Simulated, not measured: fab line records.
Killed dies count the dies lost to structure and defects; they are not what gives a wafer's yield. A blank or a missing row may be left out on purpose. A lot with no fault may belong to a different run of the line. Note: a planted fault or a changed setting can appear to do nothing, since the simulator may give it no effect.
Which tool was responsible? || flow rit cmos || 13 lots with 39 wafers sampled at 2 steps, on a route of 202 steps

== WHAT THE GAUGES SHOWED, per wafer ==
RIT_CONTACT_CD_MEAS_08: target cd 1000 nm.
{"lot": "L493", "measured": "day 3 08:37", "on": "cd sem-02", "cd nm (nm)": "998.0 1001.1 1000.2"}
{"lot": "L494", "measured": "day 3 11:01", "on": "cd sem-02", "cd nm (nm)": "1000.9 999.4 1002.1"}
{"lot": "L496", "measured": "day 3 20:18", "on": "cd sem-01", "cd nm (nm)": "1000.6 994.9 998.2"}
{"lot": "L497", "measured": "day 4 02:10", "on": "cd sem-02", "cd nm (nm)": "1000.5 1001.1 999.1"}
{"lot": "L498", "measured": "day 4 08:56", "on": "cd sem-02", "cd nm (nm)": "1000.8 1003.7 1004.2"}
{"lot": "L499", "measured": "day 4 12:52", "on": "cd sem-02", "cd nm (nm)": "995.6 996.7 998.5"}
{"lot": "L500", "measured": "day 4 19:59", "on": "cd sem-01", "cd nm (nm)": "998.8 996.8 997.8"}
{"lot": "L501", "measured": "day 5 00:01", "on": "cd sem-02", "cd nm (nm)": "1002.9 1001.4 999.0"}
{"lot": "L504", "measured": "day 5 18:39", "on": "cd sem-02", "cd nm (nm)": "999.2 998.3 996.6"}
{"lot": "L505", "measured": "day 5 21:09", "on": "cd sem-02", "cd nm (nm)": "998.2 998.7 996.3"}
{"lot": "L506", "measured": "day 6 02:19", "on": "cd sem-02", "cd nm (nm)": "999.5 1001.2 1000.4"}
{"lot": "L507", "measured": "day 6 09:10", "on": "cd sem-01", "cd nm (nm)": "1003.6 1004.3 1004.2"}
{"lot": "L510", "measured": "day 6 22:44", "on": "cd sem-02", "cd nm (nm)": "1004.7 1005.8 1006.1"}

== TOOL THAT RAN EACH LOT (tool first, then ch and the chambers of the sampled wafers, then the start) ==
{"lot": "L493", "RIT_CONTACT_DEVELOP_07": "litho track-01 ch 0, day 3 08:00"}
{"lot": "L494", "RIT_CONTACT_DEVELOP_07": "litho track-02 ch 0, day 3 10:00"}
{"lot": "L496", "RIT_CONTACT_DEVELOP_07": "litho track-04 ch 0, day 3 20:00"}
{"lot": "L497", "RIT_CONTACT_DEVELOP_07": "litho track-02 ch 0, day 4 01:00"}
{"lot": "L498", "RIT_CONTACT_DEVELOP_07": "litho track-02 ch 0, day 4 08:00"}
{"lot": "L499", "RIT_CONTACT_DEVELOP_07": "litho track-01 ch 0, day 4 12:00"}
{"lot": "L500", "RIT_CONTACT_DEVELOP_07": "litho track-02 ch 0, day 4 19:00"}
{"lot": "L501", "RIT_CONTACT_DEVELOP_07": "litho track-02 ch 0, day 4 23:00"}
{"lot": "L504", "RIT_CONTACT_DEVELOP_07": "litho track-01 ch 0, day 5 18:00"}
{"lot": "L505", "RIT_CONTACT_DEVELOP_07": "litho track-01 ch 0, day 5 20:00"}
{"lot": "L506", "RIT_CONTACT_DEVELOP_07": "litho track-01 ch 0, day 6 02:00"}
{"lot": "L507", "RIT_CONTACT_DEVELOP_07": "litho track-02 ch 0, day 6 08:00"}
{"lot": "L510", "RIT_CONTACT_DEVELOP_07": "litho track-01 ch 0, day 6 22:00"}
- RIT_CONTACT_DEVELOP_07: develop time 120 s.

== WHAT THE TOOLS THEMSELVES READ (means of the sampled wafers that have a number; where no wafer has one, the mark that the record gives instead) ==
The record holds no such reading with a usual standard deviation.

== THE ANSWER, worked out from the rows above alone ==
Rule: the lots themselves supply what counts as usual. Put in order of their means at a reading, lots are off if they are a third of the lots or fewer, leave a main group of 4 or more, and stand apart from it by a gap of 3 or more times the standard deviation of the main group's means; of several such gaps the widest counts. If all means in a main group match to the digits the tables above print for the reading, that group is not used. Also off: a lot with no number at a reading for which 4 or more lots have one. Where the step has rows for the other lots, those lots are counted as sound. First the gauges in route order, then the tools' own readings, where a lot's mean is used as printed above. The first step at which some lot is off is used, and at that step the reading that is off furthest; a lot without a number counts as furthest.
Across all readings shown, no lot is off: no conclusion can be drawn from this.

== WHAT THE SIMULATOR HAD INSERTED ==
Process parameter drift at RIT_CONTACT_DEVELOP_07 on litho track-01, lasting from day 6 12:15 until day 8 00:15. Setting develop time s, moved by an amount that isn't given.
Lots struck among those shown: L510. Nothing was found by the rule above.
